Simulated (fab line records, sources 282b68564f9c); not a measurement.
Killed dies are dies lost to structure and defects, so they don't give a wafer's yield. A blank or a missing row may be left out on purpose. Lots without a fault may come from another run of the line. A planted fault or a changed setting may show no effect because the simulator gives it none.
fab line records | flow rit_cmos
record lots=6 wafers=18 last_day=7
route steps=202 shown ACTIVE@11 FOX1@20 FOX2@23 NWELL@28 PWELL@39 WELLDRIVE@50 SILICIDE@161 M1@202
lots that met no fault: from a run of the same line without faults
start_h: hours from the record's first day to the start of the lot's first wafer shown | wait_h: hours since the lot's step before | " the same as in the row above | L1.1+2: a row that stands for several wafers | - no value, or no start given | * or withheld: withheld | < > ~ a bound
route shown NAME@n: a module of which the file shows steps, and the number in the route of the first | usual: mean/standard deviation of fault-free wafers | same: alike in all rows | chamber/n: place in a boat | sites: the reading at each site | _std_site: their standard deviation | _edge_site: outer sites' mean less inner sites' | radius_mm: how far each site lies from the wafer's centre | mask NAME#n: copy n | behind: the tool/chamber that last shaped the wafer | hold: why the lot was held/for how many hours/how that ended | device: the transistor (n, p or np) that didn't switch | end of line: the same wafers' tests at the end of the route | a step without rows: its recipe alone | killed: dies lost to structure and defects at the first sort, not the wafer's yield | map: a wafer's dies, x killed, . not, _ none there
set.NAME: the setting as run; set.NAME@STEP: as run at that earlier step | model.NAME: the simulator's own value behind a step, which no gauge read
lots at some steps of the route; a table a step, a row a wafer
services: from which hour (start_h, from the record's first day; less than 0 if before it) a tool's chamber was out of use, for how many hours, and why
## steps
# step RIT_ACTIVE_DEVELOP_10
# recipe resist=NOVOLAK develop_time_s=50 dev_temp_c=23
# step RIT_ACTIVE_CD_MEAS_11
# recipe target_cd_nm=1400
# usual cd_nm=1400.2/2.5
# columns lot.wafer tool chamber start_h wait_h cd_nm
L696.1 cd_sem-01 - 35.34 - 1399.3
L696.2 " - " " 1399.9
L696.6 " - " " 1401.1
L697.1 cd_sem-01 - 39.87 - 1400.0
L697.3 " - " " 1398.9
L697.4 " - " " 1398.4
L698.1 cd_sem-01 - 46.43 - 1403.2
L698.3 " - " " 1402.8
L698.4 " - " " 1403.1
L708.2 cd_sem-01 - 95.79 - 1397.1
L708.3 " - " " 1397.4
L708.6 " - " " 1398.2
L712.3 cd_sem-02 - 114.74 - 1403.9
L712.5 " - " " 1403.9
L712.6 " - " " 1404.8
L715.1 cd_sem-01 - 129.51 - 1402.6
L715.2 " - " " 1402.5
L715.4 " - " " 1401.2
# step RIT_ACTIVE_HARDBAKE_12
# recipe resist=NOVOLAK temp_c=140.9 time_s=60
# step RIT_ACTIVE_ETCH_13
# recipe stop_on=SiO2 chemistry=SF6 target=Si3N4 time_s=210 over_etch_frac=0.4 SF6_flow_sccm=200 pressure_mtorr=260 rf_w=125 target_depth_a=2100
# usual chamber_pressure_mTorr=260.02/0.25 drypump_motor_current_A=5.9/0.46 oes_product_au=0.821/0.014 throttle_valve_pct=7.52/0.11
# same time_s=210
# columns lot.wafer tool chamber start_h wait_h chamber_pressure_mTorr drypump_motor_current_A oes_product_au rf_hours_counter_h throttle_valve_pct
L696.1 rie_diel-04 2 35.61 0.1 260.02 5.4 0.802 39 7.45
L696.2 " 1 " " 259.94 5.7 0.813 88 7.49
L696.6 " 1 " " 259.99 5.6 0.807 - 7.49
L697.1 rie_diel-04 2 40.14 0.1 260.01 5.4 0.809 39 7.45
L697.3 " 0 " " 259.54 5.9 0.815 4 7.62
L697.4 " 3 " " 259.67 5.4 0.831 18 7.59
L698.1 rie_diel-03 3 46.70 0.1 259.92 6.4 0.808 30 7.59
L698.3 " 0 " " 260.36 6.0 0.812 133 7.62
L698.4 " 2 " " 259.92 6.4 0.810 39 7.28
L708.2 rie_diel-03 3 96.04 0.1 260.16 6.4 0.815 31 7.60
L708.3 " 2 " " 260.11 6.4 0.799 39 7.27
L708.6 " 1 " " 260.32 5.4 0.833 - 7.44
L712.3 rie_diel-02 2 114.97 0.1 259.74 5.9 0.816 50 7.50
L712.5 " 0 " " 260.20 4.9 0.818 - 7.65
L712.6 " 1 " " 260.26 6.5 0.818 - 7.35
L715.1 rie_diel-04 1 129.84 0.1 260.09 5.7 0.806 90 7.51
L715.2 " 2 " " 259.92 5.4 0.798 40 7.45
L715.4 " 0 " " 259.81 5.8 0.803 6 7.62
# step RIT_ACTIVE_STRIP_14
# recipe chemistry=O2 time_s=180 resist=NOVOLAK platen_temp_c=withheld power_w=500 pressure_mtorr=4000 o2_flow_sccm=4000
# usual chamber_pressure_mTorr=4000/3.4 drypump_motor_current_A=5.6/0.51
# same time_s=180
# columns lot.wafer tool chamber start_h wait_h chamber_pressure_mTorr drypump_motor_current_A rf_hours_counter_h
L696.1 plasma_asher-04 0 35.74 0.1 4003 5.4 37
L696.2 " 1 " " 3995 6.7 37
L696.6 " 1 " " 4000 6.6 -
L697.1 plasma_asher-03 1 40.27 0.1 3995 5.5 39
L697.3 " 0 " " 4003 5.3 -
L697.4 " 1 " " 4001 5.5 -
L698.1 plasma_asher-04 0 46.83 0.1 4006 5.4 38
L698.3 " 0 " " 3993 5.4 -
L698.4 " 1 " " 4006 6.6 -
L708.2 plasma_asher-03 1 96.18 0.1 4001 5.5 45
L708.3 " 0 " " 4004 5.3 -
L708.6 " 0 " " 4002 5.3 -
L712.3 plasma_asher-04 1 115.17 0.1 3995 6.6 -
L712.5 " 1 " " 4003 6.6 -
L712.6 " 0 " " 4005 5.4 -
L715.1 plasma_asher-03 1 129.97 0.1 3993 5.5 1
L715.2 " 0 " " 3997 5.3 1
L715.4 " 1 " " 4000 5.5 -
# step RIT_ACTIVE_CD_MEAS_90
# recipe target_cd_nm=1400
# usual cd_nm=1400.2/2.5
# columns lot.wafer tool chamber start_h wait_h cd_nm
L696.1 cd_sem-02 - 35.92 0.1 1399.7
L696.2 " - " " 1399.6
L696.6 " - " " 1400.8
L697.1 cd_sem-02 - 40.44 0.1 1400.0
L697.3 " - " " 1398.4
L697.4 " - " " 1398.7
L698.1 cd_sem-02 - 47.01 0.1 1403.1
L698.3 " - " " 1402.3
L698.4 " - " " 1402.6
L708.2 cd_sem-02 - 96.37 0.1 1397.0
L708.3 " - " " 1397.7
L708.6 " - " " 1397.7
L712.3 cd_sem-01 - 115.32 0.1 1403.8
L712.5 " - " " 1403.2
L712.6 " - " " 1404.7
L715.1 cd_sem-02 - 130.14 0.1 1402.3
L715.2 " - " " 1402.9
L715.4 " - " " 1401.6
# step RIT_ACTIVE_CLEAN_15
# recipe chemistry=SC1 mix=3:3:50 time_s=600 temp_c=75
# step RIT_ACTIVE_CLEAN_16
# recipe chemistry=dHF dilution=50:1 time_s=30
# step RIT_ACTIVE_CLEAN_17
# recipe chemistry=SC2 mix=3:3:50 time_s=600 temp_c=75 dry=n2_spin
# step RIT_FOX1_OXIDATION_00
# recipe temp_c=1090 ambient=H2O target_thk_a=3507 p_h2o_torr=720 ox_time_s=1130
# step RIT_FOX1_THK_MEAS_01
# recipe reads=SiO2_of_FOX1_OXIDATION_00
# usual FOX1_OXIDE_THK=330/7
# columns lot.wafer tool chamber start_h wait_h FOX1_OXIDE_THK[nm]
L696.1 film_metro-03 - 38.54 0.0 324
L696.2 " - " " 320
L696.6 " - " " 320
L697.1 film_metro-02 - 42.57 0.0 323
L697.3 " - " " 322
L697.4 " - " " 322
L698.1 film_metro-03 - 48.82 0.0 330
L698.3 " - " " 328
L698.4 " - " " 325
L708.2 film_metro-02 - 99.71 0.0 326
L708.3 " - " " 331
L708.6 " - " " 338
L712.3 film_metro-03 - 120.01 0.0 333
L712.5 " - " " 334
L712.6 " - " " 333
L715.1 film_metro-01 - 135.33 0.0 327
L715.2 " - " " 327
L715.4 " - " " 325
# step RIT_FOX1_WET_ETCH_02
# recipe chemistry=BOE target_depth_nm=350 time_s=390 temp_c=21.5 dry=n2_spin dilution=10:1 target=SiO2
# step RIT_FOX2_OXIDATION_00
# recipe temp_c=1100 ambient=H2O target_thk_a=3507 p_h2o_torr=720 ox_time_s=1130
# usual spike_tc_centre_C=1103.8/1.1 spike_tc_load_C=1127.9/1.8 spike_tc_source_C=1127.0/1.3
# columns lot.wafer tool chamber start_h wait_h spike_tc_centre_C spike_tc_load_C spike_tc_source_C model.SiO2_of_FOX2_OXIDATION_00.thk_nm
L696.1 furnace-04 0 38.72 0.0 1103.9 1126.0 1125.9 340.8
L696.2 " 0 " " 1102.5 1125.4 1127.0 348.1
L696.6 " 0 " " 1102.9 1125.9 1125.2 343.9
L697.1 furnace-01 0 43.14 0.4 1103.2 1131.6 1129.2 349.7
L697.3 " 0 " " 1103.5 1131.0 1128.5 350.6
L697.4 " 0 " " 1101.9 1131.2 1130.6 345.8
L698.1 furnace-03 0 49.43 0.4 1102.3 1127.5 1125.8 343.1
L698.3 " 0 " " 1104.1 1125.9 1127.4 344.3
L698.4 " 0 " " 1105.9 1128.0 1126.7 341.3
L708.2 furnace-01 0 99.95 0.1 1113.6 1140.0 1138.4 365.2
L708.3 " 0 " " 1112.7 1140.3 1140.0 364
L708.6 " 0 " " 1113.4 1138.7 1139.3 356.5
L712.3 furnace-01 0 121.06 0.9 1113.3 1140.0 1137.3 372.4
L712.5 " 0 " " 1113.8 1141.2 1138.6 367
L712.6 " 0 " " 1112.1 1140.7 1137.4 370.2
L715.1 furnace-04 0 135.52 0.0 1104.7 1124.7 1127.0 356.9
L715.2 " 0 " " 1105.2 1127.3 1124.0 356.9
L715.4 " 0 " " 1104.2 1127.5 1125.4 361.3
# step RIT_FOX2_THK_MEAS_01
# recipe reads=SiO2_of_FOX2_OXIDATION_00
# usual FOX2_OXIDE_THK=350/6.4
# columns lot.wafer tool chamber start_h wait_h FOX2_OXIDE_THK[nm]
L696.1 film_metro-03 - 40.04 0.0 341
L696.2 " - " " 348
L696.6 " - " " 344
L697.1 film_metro-01 - 44.46 0.0 350
L697.3 " - " " 351
L697.4 " - " " 346
L698.1 film_metro-03 - 50.74 0.0 343
L698.3 " - " " 344
L698.4 " - " " 341
L708.2 film_metro-01 - 101.27 0.0 365
L708.3 " - " " 364
L708.6 " - " " 357
L712.3 film_metro-04 - 122.40 0.0 372
L712.5 " - " " 367
L712.6 " - " " 370
L715.1 film_metro-01 - 136.83 0.0 357
L715.2 " - " " 357
L715.4 " - " " 361
# step RIT_FOX2_CLEAN_02
# recipe chemistry=dHF dilution=50:1 time_s=180
# step RIT_FOX2_WET_ETCH_03
# recipe chemistry=H3PO4 target=Si3N4 target_depth_nm=195 temp_c=165 time_s=2700
# step RIT_FOX2_THK_MEAS_90
# recipe reads=SiO2_of_FOX2_OXIDATION_00
# usual FIELD_OXIDE_LEFT_1_THK=322/6.5
# columns lot.wafer tool chamber start_h wait_h FIELD_OXIDE_LEFT_1_THK[nm]
L696.1 film_metro-03 - 40.91 0.0 314
L696.2 " - " " 321
L696.6 " - " " 317
L697.1 film_metro-01 - 45.33 0.0 322
L697.3 " - " " 323
L697.4 " - " " 319
L698.1 film_metro-03 - 51.63 0.0 315
L698.3 " - " " 317
L698.4 " - " " 314
L708.2 film_metro-04 - 102.15 0.0 337
L708.3 " - " " 336
L708.6 " - " " 329
L712.3 film_metro-03 - 123.27 0.0 345
L712.5 " - " " 340
L712.6 " - " " 343
L715.1 film_metro-01 - 137.72 0.0 330
L715.2 " - " " 330
L715.4 " - " " 334
# step RIT_NWELL_HMDS_00
# recipe prime_time_s=60 prime_temp_c=140
# step RIT_NWELL_COAT_01
# recipe resist=NOVOLAK spin_rpm=2000 resist_thk_nm=1300
# step RIT_NWELL_SOFTBAKE_02
# recipe resist=NOVOLAK temp_c=90 time_s=60
# step RIT_NWELL_EXPOSE_03
# recipe mask_id=M2 na=0.57 target_cd_nm=43900 dose_mj=250
# step RIT_NWELL_PEB_04
# recipe resist=NOVOLAK temp_c=withheld time_s=withheld
# step RIT_NWELL_DEVELOP_05
# recipe resist=NOVOLAK develop_time_s=68 dev_temp_c=23
# step RIT_NWELL_OVL_MEAS_06
# usual NWELL_OVL=1.3/1.5
# columns lot.wafer tool chamber start_h wait_h NWELL_OVL[nm]
L696.1 overlay-01 - 41.98 - 2.2
L696.2 " - " " 2.6
L696.6 " - " " 1.8
L697.1 overlay-02 - 46.63 - 0.3
L697.3 " - " " 2.0
L697.4 " - " " 2.0
L698.1 overlay-02 - 52.69 - 0.9
L698.3 " - " " 0.4
L698.4 " - " " 0.4
L708.2 overlay-02 - 103.09 - -1.3
L708.3 " - " " 1.2
L708.6 " - " " -2.1
L712.3 overlay-01 - 124.45 - -0.6
L712.5 " - " " 0.0
L712.6 " - " " -2.6
L715.1 overlay-01 - 138.88 - 2.4
L715.2 " - " " 1.3
L715.4 " - " " 0.8
# step RIT_NWELL_HARDBAKE_07
# recipe resist=NOVOLAK temp_c=140 time_s=120
# step RIT_NWELL_IMPLANT_08
# recipe species=P energy_kev=170 dose_cm2=5e+13 tilt_deg=7
# step RIT_NWELL_STRIP_09
# recipe chemistry=O2 time_s=180 resist=NOVOLAK platen_temp_c=withheld power_w=500 pressure_mtorr=4000 o2_flow_sccm=4000
# usual chamber_pressure_mTorr=4000/3.5 drypump_motor_current_A=5.4/0.45
# same time_s=180
# columns lot.wafer tool chamber start_h wait_h chamber_pressure_mTorr drypump_motor_current_A rf_hours_counter_h
L696.1 plasma_asher-03 1 42.41 0.1 4002 5.5 39
L696.2 " 0 " " 4001 5.3 39
L696.6 " 1 " " 4004 5.5 -
L697.1 plasma_asher-03 0 47.07 0.1 4003 5.3 40
L697.3 " 0 " " 4005 5.4 -
L697.4 " 1 " " 4001 5.5 -
L698.1 plasma_asher-02 0 53.13 0.1 4006 5.4 43
L698.3 " 1 " " 4004 5.1 -
L698.4 " 0 " " 4002 5.4 -
L708.2 plasma_asher-01 0 103.52 0.1 4002 4.9 33
L708.3 " 0 " " 3996 4.9 -
L708.6 " 1 " " 3996 6.4 -
L712.3 plasma_asher-02 0 124.93 0.1 4001 5.4 -
L712.5 " 1 " " 4002 5.1 -
L712.6 " 0 " " 4003 5.4 -
L715.1 plasma_asher-01 1 139.32 0.1 4002 6.4 37
L715.2 " 0 " " 4002 4.9 37
L715.4 " 0 " " 3994 4.9 -
# step RIT_NWELL_TW_MEAS_10
# usual NWELL_TW=2119/20
# columns lot.wafer tool chamber start_h wait_h NWELL_TW
L696.1 film_metro-03 - 42.59 0.1 2095
L696.2 " - " " 2104
L696.6 " - " " 2110
L697.1 film_metro-03 - 47.24 0.1 2100
L697.3 " - " " 2098
L697.4 " - " " 2106
L698.1 film_metro-04 - 53.30 0.1 2097
L698.3 " - " " 2094
L698.4 " - " " 2096
L708.2 film_metro-04 - 103.70 0.1 2087
L708.3 " - " " 2089
L708.6 " - " " 2096
L712.3 film_metro-03 - 125.07 0.1 2105
L712.5 " - " " 2109
L712.6 " - " " 2102
L715.1 film_metro-03 - 139.49 0.1 2112
L715.2 " - " " 2111
L715.4 " - " " 2095
# step RIT_PWELL_HMDS_00
# recipe prime_time_s=60 prime_temp_c=140
# step RIT_PWELL_COAT_01
# recipe resist=NOVOLAK spin_rpm=2000 resist_thk_nm=1286
# step RIT_PWELL_SOFTBAKE_02
# recipe resist=NOVOLAK temp_c=90 time_s=60
# step RIT_PWELL_EXPOSE_03
# recipe mask_id=M3 na=0.57 target_cd_nm=43700 dose_mj=250
# step RIT_PWELL_PEB_04
# recipe resist=NOVOLAK temp_c=withheld time_s=withheld
# step RIT_PWELL_DEVELOP_05
# recipe resist=NOVOLAK develop_time_s=68 dev_temp_c=23
# step RIT_PWELL_OVL_MEAS_06
# usual PWELL_OVL=-0.7/1.6
# columns lot.wafer tool chamber start_h wait_h PWELL_OVL[nm]
L696.1 overlay-01 - 43.65 - 2.0
L696.2 " - " " 1.0
L696.6 " - " " 0.4
L697.1 overlay-01 - 48.18 - -2.1
L697.3 " - " " 0.6
L697.4 " - " " 0.9
L698.1 overlay-02 - 54.24 - -2.4
L698.3 " - " " -2.6
L698.4 " - " " -1.6
L708.2 overlay-01 - 104.64 - 0.8
L708.3 " - " " 0.9
L708.6 " - " " -0.6
L712.3 overlay-01 - 126.13 - 1.7
L712.5 " - " " 1.6
L712.6 " - " " 1.0
L715.1 overlay-01 - 140.56 - 0.8
L715.2 " - " " -1.1
L715.4 " - " " 1.3
# step RIT_PWELL_HARDBAKE_07
# recipe resist=NOVOLAK temp_c=140 time_s=120
# step RIT_PWELL_IMPLANT_08
# recipe species=B energy_kev=170 dose_cm2=7.089e+13 tilt_deg=7
# step RIT_PWELL_STRIP_09
# recipe chemistry=O2 time_s=180 resist=NOVOLAK platen_temp_c=withheld power_w=500 pressure_mtorr=4000 o2_flow_sccm=4000
# usual chamber_pressure_mTorr=4000/4 drypump_motor_current_A=5.7/0.65
# same time_s=180
# columns lot.wafer tool chamber start_h wait_h chamber_pressure_mTorr drypump_motor_current_A rf_hours_counter_h
L696.1 plasma_asher-03 0 44.09 0.1 4003 5.3 39
L696.2 " 1 " " 4006 5.5 39
L696.6 " 0 " " 4002 5.3 -
L697.1 plasma_asher-01 0 48.73 0.1 4001 4.9 27
L697.3 " 1 " " 4003 6.4 -
L697.4 " 0 " " 4000 4.9 -
L698.1 plasma_asher-01 1 54.68 0.1 3993 6.4 27
L698.3 " 0 " " 3998 4.9 -
L698.4 " 1 " " 3996 6.4 -
L708.2 plasma_asher-01 1 105.07 0.1 4001 6.4 33
L708.3 " 0 " " 4006 4.9 -
L708.6 " 1 " " 3997 6.4 -
L712.3 plasma_asher-01 1 126.61 0.1 4006 6.4 -
L712.5 " 0 " " 4003 4.9 -
L712.6 " 1 " " 4006 6.4 -
L715.1 plasma_asher-03 0 140.99 0.1 3998 5.3 2
L715.2 " 1 " " 3990 5.5 2
L715.4 " 1 " " 4004 5.5 -
# step RIT_PWELL_TW_MEAS_10
# usual PWELL_TW=941/8.5
# columns lot.wafer tool chamber start_h wait_h PWELL_TW
L696.1 film_metro-03 - 44.26 0.1 939
L696.2 " - " " 937
L696.6 " - " " 939
L697.1 film_metro-04 - 48.90 0.1 932
L697.3 " - " " 932
L697.4 " - " " 929
L698.1 film_metro-03 - 54.85 0.1 939
L698.3 " - " " 940
L698.4 " - " " 944
L708.2 film_metro-04 - 105.25 0.1 934
L708.3 " - " " 935
L708.6 " - " " 938
L712.3 film_metro-02 - 126.75 0.1 963
L712.5 " - " " 961
L712.6 " - " " 957
L715.1 film_metro-03 - 141.17 0.1 936
L715.2 " - " " 940
L715.4 " - " " 940
# step RIT_WELLDRIVE_ANNEAL_00
# recipe temp_c=1100 time_s=14700 ambient=N2
# step RIT_WELLDRIVE_RS_MEAS_01
# recipe thk_meas_gauge=four-point-probe
# usual NWELL_RS=275.5/0.63
# columns lot.wafer tool chamber start_h wait_h NWELL_RS[ohm/sq]
L696.1 film_metro-03 - 50.20 0.0 276.2
L696.2 " - " " 275.4
L696.6 " - " " 276.2
L697.1 film_metro-04 - 54.04 0.0 275.6
L697.3 " - " " 276.2
L697.4 " - " " 275.5
L698.1 film_metro-03 - 61.39 0.0 274.8
L698.3 " - " " 275.2
L698.4 " - " " 275.5
L708.2 film_metro-03 - 111.45 0.0 275.7
L708.3 " - " " 275.9
L708.6 " - " " 276.4
L712.3 film_metro-02 - 133.10 0.0 274.5
L712.5 " - " " 276.1
L712.6 " - " " 274.3
L715.1 film_metro-03 - 146.60 0.0 275.7
L715.2 " - " " 275.4
L715.4 " - " " 275.1
# step RIT_WELLDRIVE_RS_MEAS_02
# recipe thk_meas_gauge=four-point-probe
# usual PWELL_RS=426.3/1.2
# columns lot.wafer tool chamber start_h wait_h PWELL_RS[ohm/sq]
L696.1 film_metro-03 - 50.32 0.1 428.5
L696.2 " - " " 428.4
L696.6 " - " " 427.0
L697.1 film_metro-04 - 54.16 0.1 427.8
L697.3 " - " " 428.3
L697.4 " - " " 428.0
L698.1 film_metro-03 - 61.51 0.1 424.4
L698.3 " - " " 426.2
L698.4 " - " " 424.6
L708.2 film_metro-03 - 111.57 0.1 427.5
L708.3 " - " " 428.4
L708.6 " - " " 428.1
L712.3 film_metro-02 - 133.22 0.1 427.1
L712.5 " - " " 425.1
L712.6 " - " " 427.5
L715.1 film_metro-03 - 146.72 0.1 424.8
L715.2 " - " " 423.3
L715.4 " - " " 425.1
# step RIT_FOX2_THK_MEAS_91
# recipe reads=SiO2_of_FOX2_OXIDATION_00
# usual FIELD_OXIDE_LEFT_2_THK=254/6.5
# columns lot.wafer tool chamber start_h wait_h FIELD_OXIDE_LEFT_2_THK[nm]
L696.1 film_metro-03 - 54.11 0.0 245
L696.2 " - " " 252
L696.6 " - " " 248
L697.1 film_metro-01 - 57.82 0.0 255
L697.3 " - " " 256
L697.4 " - " " 251
L698.1 film_metro-03 - 65.30 0.0 247
L698.3 " - " " 248
L698.4 " - " " 245
L708.2 film_metro-03 - 115.45 0.0 270
L708.3 " - " " 269
L708.6 " - " " 261
L712.3 film_metro-03 - 136.98 0.0 277
L712.5 " - " " 272
L712.6 " - " " 275
L715.1 film_metro-04 - 150.61 0.0 262
L715.2 " - " " 261
L715.4 " - " " 266
# step RIT_SILICIDE_WET_ETCH_00
# recipe chemistry=BOE target=SiO2 target_depth_nm=14 time_s=15 dry=n2_spin dilution=10:1 temp_c=21.5
# usual bath_heat_duty_pct=1.7/0.36
# same time_s=15
# columns lot.wafer tool chamber start_h wait_h bath_heat_duty_pct model.SiO2_of_FOX2_OXIDATION_00.thk_nm
L696.1 wet_bench-04 1 75.89 0.1 1.7 141
L696.2 " 1 " " 2.0 147
L696.6 " 1 " " 2.2 143.7
L697.1 wet_bench-02 1 79.26 0.1 1.6 149.3
L697.3 " 1 " " 1.9 149.8
L697.4 " 1 " " 1.3 144.3
L698.1 wet_bench-01 1 88.60 0.1 1.9 142
L698.3 " 1 " " 1.1 143.8
L698.4 " 1 " " 2.1 138.5
L708.2 wet_bench-04 3 137.65 0.1 2.3 164.3
L708.3 " 3 " " 1.6 163.6
L708.6 " 3 " " 1.4 156.8
L712.3 wet_bench-02 3 154.49 0.1 1.6 171.7
L712.5 " 3 " " 1.6 164.3
L712.6 " 3 " " 1.6 168.9
L715.1 wet_bench-01 0 169.25 0.1 1.3 155.2
L715.2 " 0 " " 2.0 155.7
L715.4 " 0 " " 1.6 159.9
# step RIT_M1_PROBE_99
# usual killed_at_M0_to_M3=0.0/0.2 killed_at_front_end=6/3.1 killed_dies=6/3.1 killed_open=2.9/2 killed_short=3.3/2
# same gross_dies=264 killed_at_M4_up=0 killed_at_back_side=0 killed_at_contacts=0 killed_at_other=0
# columns lot.wafer tool chamber start_h wait_h killed_at_M0_to_M3 killed_at_front_end killed_dies killed_open killed_short model.etest.field_n.vt_v
L696.1 prober-02 - 82.65 0.1 0 12 12 7 5 33.63
L696.2 prober-02 - 82.70 0.1 0 7 7 5 2 34.51
L696.6 prober-02 - 82.90 0.2 0 14 14 7 7 34.06
L697.1 prober-01 - 86.03 0.1 0 5 5 1 4 34.83
L697.3 prober-01 - 86.13 0.2 0 8 8 4 4 34.94
L697.4 prober-01 - 86.18 0.2 2 2 4 0 2 34.26
L698.1 prober-02 - 95.53 0.1 0 6 6 3 3 33.76
L698.3 prober-02 - 95.63 0.2 0 6 6 3 3 33.75
L698.4 prober-02 - 95.68 0.2 0 5 5 2 3 33.46
L708.2 prober-02 - 144.48 0.1 0 3 3 2 1 37
L708.3 prober-02 - 144.53 0.2 0 9 9 3 6 36.74
L708.6 prober-02 - 144.68 0.2 0 5 5 3 2 35.8
L712.3 prober-02 - 161.87 0.2 0 11 11 7 4 37.87
L712.5 prober-02 - 161.97 0.2 0 9 9 5 4 37.12
L712.6 prober-02 - 162.02 0.2 0 9 9 3 6 37.48
L715.1 prober-01 - 176.13 0.1 0 13 13 4 9 35.98
L715.2 prober-01 - 176.18 0.1 0 8 8 4 4 35.85
L715.4 prober-01 - 176.28 0.2 0 5 5 3 2 36.44
# killed by level:class
L696.1 GATE:geometric_particle:short=4 FOX1:geometric_particle:open=3 GATE:geometric_particle:open=3 FOX1:geometric_particle:short=1 SPACER:geometric_particle:open=1
L696.2 SILICIDE:geometric_particle:open=2 FOX1:geometric_particle:short=1 FOX1:geometric_particle:open=1 GATE:geometric_particle:open=1 REOX:geometric_particle:open=1 SILICIDE:geometric_particle:short=1
L696.6 SILICIDE:geometric_particle:short=4 FOX1:geometric_particle:open=3 GATE:geometric_particle:short=2 FOX1:geometric_particle:short=1 FOX2:geometric_particle:open=1 GATE:geometric_particle:open=1 REOX:geometric_particle:open=1 SILICIDE:geometric_particle:open=1
L697.1 SPACER:geometric_particle:short=3 GATE:geometric_particle:open=1 GATE:geometric_particle:short=1
L697.3 GATE:geometric_particle:short=4 GATE:geometric_particle:open=3 SPACER:geometric_particle:open=1
L697.4 M1:coat_microbubble_printed=2 GATE:geometric_particle:short=1 SILICIDE:geometric_particle:short=1
L698.1 FOX1:geometric_particle:short=2 GATE:geometric_particle:open=2 GATE:geometric_particle:short=1 SPACER:geometric_particle:open=1
L698.3 REOX:geometric_particle:open=2 FOX1:geometric_particle:short=1 GATE:geometric_particle:short=1 SPACER:geometric_particle:open=1 SILICIDE:geometric_particle:short=1
L698.4 GATE:geometric_particle:open=2 SILICIDE:geometric_particle:short=2 FOX2:geometric_particle:short=1
L708.2 FOX1:geometric_particle:open=1 GATE:geometric_particle:short=1 SILICIDE:geometric_particle:open=1
L708.3 GATE:geometric_particle:short=2 SILICIDE:geometric_particle:short=2 FOX1:geometric_particle:open=1 FOX1:geometric_particle:short=1 REOX:geometric_particle:open=1 REOX:geometric_particle:short=1 SILICIDE:geometric_particle:open=1
L708.6 GATE:geometric_particle:open=3 GATE:geometric_particle:short=2
L712.3 FOX1:geometric_particle:open=2 GATE:geometric_particle:open=2 SILICIDE:geometric_particle:open=2 FOX1:geometric_particle:short=1 GATE:geometric_particle:short=1 REOX:geometric_particle:open=1 REOX:geometric_particle:short=1 SILICIDE:geometric_particle:short=1
L712.5 FOX1:geometric_particle:open=2 GATE:geometric_particle:open=2 REOX:geometric_particle:short=2 GATE:geometric_particle:short=1 SPACER:geometric_particle:open=1 SILICIDE:geometric_particle:short=1
L712.6 GATE:geometric_particle:short=3 REOX:geometric_particle:open=2 FOX1:geometric_particle:short=1 GATE:geometric_particle:open=1 SPACER:geometric_particle:short=1 SILICIDE:geometric_particle:short=1
L715.1 SPACER:geometric_particle:short=3 SILICIDE:geometric_particle:short=3 GATE:geometric_particle:short=2 REOX:geometric_particle:open=2 FOX1:geometric_particle:open=1 FOX1:geometric_particle:short=1 SPACER:geometric_particle:open=1
L715.2 FOX1:geometric_particle:short=2 GATE:geometric_particle:short=2 FOX2:geometric_particle:open=1 GATE:geometric_particle:open=1 SPACER:geometric_particle:open=1 SILICIDE:geometric_particle:open=1
L715.4 FOX2:geometric_particle:open=3 GATE:geometric_particle:short=1 SPACER:geometric_particle:short=1
## services
# columns tool chamber start_h hours kind
rie_diel-03 2 13.56 6.8 repair
rie_diel-03 - 17.95 2.8 pm
plasma_asher-04 - 21.83 2.8 pm
furnace-04 - 50.20 4.2 pm
rie_diel-02 0 51.74 13.6 repair
plasma_asher-02 - 71.80 14.6 pm
plasma_asher-03 - 88.64 1.2 repair
rie_diel-03 1 107.85 - clean
rie_diel-03 1 107.85 16.0 scheduled_down
rie_diel-03 1 107.85 16.0 vent_cycle
plasma_asher-03 - 108.75 9.0 pm
plasma_asher-03 0 108.75 9.0 vent_cycle
plasma_asher-03 1 108.75 9.0 vent_cycle
plasma_asher-03 0 117.75 - clean
plasma_asher-03 1 117.75 - clean
rie_diel-03 2 150.53 4.3 repair
furnace-01 - 161.21 2.8 repair
furnace-03 - 162.32 2.8 pm
wet_bench-01 - 163.46 0.5 repair
furnace-01 - 165.32 2.4 pm
## key
first_sign step=RIT_FOX2_OXIDATION_00 reading=spike_tc_source_C direction=up sigmas=8.5 usual=1127.0 struck=1138.5
effect step=RIT_FOX2_OXIDATION_00 reading=spike_tc_centre_C direction=up sigmas=8.4 usual=1103.8 struck=1113.2
effect step=RIT_FOX2_THK_MEAS_01 reading=FOX2_OXIDE_THK direction=up sigmas=2.5 usual=350 struck=366
effect step=RIT_FOX2_THK_MEAS_90 reading=FIELD_OXIDE_LEFT_1_THK direction=up sigmas=2.5 usual=322 struck=339
effect step=RIT_FOX2_THK_MEAS_91 reading=FIELD_OXIDE_LEFT_2_THK direction=up sigmas=2.6 usual=254 struck=271
model_effect step=RIT_FOX2_OXIDATION_00 value=SiO2_of_FOX2_OXIDATION_00.thk_nm without=350.2 struck=365.9
model_effect step=RIT_SILICIDE_WET_ETCH_00 value=SiO2_of_FOX2_OXIDATION_00.thk_nm without=149.2 struck=164.9
model_effect step=RIT_M1_PROBE_99 value=etest.field_n.vt_v without=34.92 struck=37
met_at RIT_FOX2_OXIDATION_00
struck_wafers L708.2,L708.3,L708.6,L712.3,L712.5,L712.6
tester_left_out L708,L712
loop_trim step=RIT_M1_EXPOSE_06 setting=dose lots=L708,L712
onset_between 43.14 99.95
fault kind=process_parameter_drift tool=furnace-01 chamber=- onset_h=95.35 steps=RIT_FOX2_OXIDATION_00 channel=temp_c offset=* shape=step end_h=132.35 acts_in=* stated=*
# tester_left_out: of these lots the tester's yield and bins aren't shown, on N5 and GAA mostly nor the transistor test; their killed dies are dies lost to structure and defects alone, not to doping, threshold or leakage, so they don't give the yield
# loop_trim: a control loop set the setting to another value than it would have without faults
